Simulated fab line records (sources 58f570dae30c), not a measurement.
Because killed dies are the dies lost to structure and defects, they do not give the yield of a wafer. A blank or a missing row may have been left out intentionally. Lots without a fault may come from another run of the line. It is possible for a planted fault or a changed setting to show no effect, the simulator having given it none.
Which tool did it? | flow berkeley cmos170 | 7 lots, 21 wafers sampled, at 2 steps of a route of 331

## WHAT THE GAUGES READ, wafer by wafer
UCB170_SDANNEAL_RS_MEAS_04: a four-point-probe measurement.
lot  | measured     | on            | PLDD_RS (ohm/sq)
L267 | day 7 15:05  | film metro-03 | 1027.8 1029.1 1025.7
L266 | day 7 14:11  | film metro-03 | 1033.6 1028.5 1031.3
L272 | day 8 06:16  | film metro-03 | 1033.0 1026.3 1030.5
L271 | day 8 05:49  | film metro-04 | 1034.3 1032.1 1034.0
L277 | day 9 10:19  | film metro-04 | 1034.8 1035.2 1035.2
L282 | day 10 15:43 | film metro-03 | 1094.2 1097.3 1092.1 1096.2 1096.5 1090.9
L287 | day 11 21:17 | film metro-04 | 1039.6 1034.2 1037.7

## WHAT TOOL EACH LOT RAN ON (gives the tool, then ch and the chambers of the sampled wafers, and finally the start)
lot  | UCB170_SPACER_ANNEAL_02
L267 | furnace-04 ch 0, day 7 06:45
L266 | furnace-04 ch 0, day 7 06:45
L272 | furnace-02 ch 0, day 7 19:59
L271 | furnace-02 ch 0, day 7 19:59
L277 | furnace-02 ch 0, day 9 01:55
L282 | furnace-02 ch 0, day 10 08:23
L287 | furnace-01 ch 0, day 11 13:10
- UCB170_SPACER_ANNEAL_02: time 1800 s.

## THE ANSWER, worked out from the rows above alone
Rule: the lots themselves supply what counts as usual. Put in order of their means at a reading, lots are off if they are a third of the lots or fewer, leave a main group of 4 or more, and stand apart from it by a gap of 3 or more times the standard deviation of the main group's means; of several such gaps the widest counts. Not used: any main group whose means are identical at the precision the tables above print for the reading. Also off: a lot with no number at a reading for which 4 or more lots have one. Any other lot the step has rows for is counted as sound.
Off: L282, at UCB170_SDANNEAL_RS_MEAS_04 (PLDD_RS). The main group has a mean of 1032.4 ohm/sq with a standard deviation of 3.2.
A tool fits if, at a process step before that reading, it ran every lot that is off, and no sound lot after the first of them. The gauges at UCB170_SDANNEAL_RS_MEAS_04 are tried like those tools. 2 tools fit, furnace-02 at UCB170_SPACER_ANNEAL_02 and film metro-03 at UCB170_SDANNEAL_RS_MEAS_04, so this cannot tell which one it is.

## WHAT THE SIMULATOR PUT IN
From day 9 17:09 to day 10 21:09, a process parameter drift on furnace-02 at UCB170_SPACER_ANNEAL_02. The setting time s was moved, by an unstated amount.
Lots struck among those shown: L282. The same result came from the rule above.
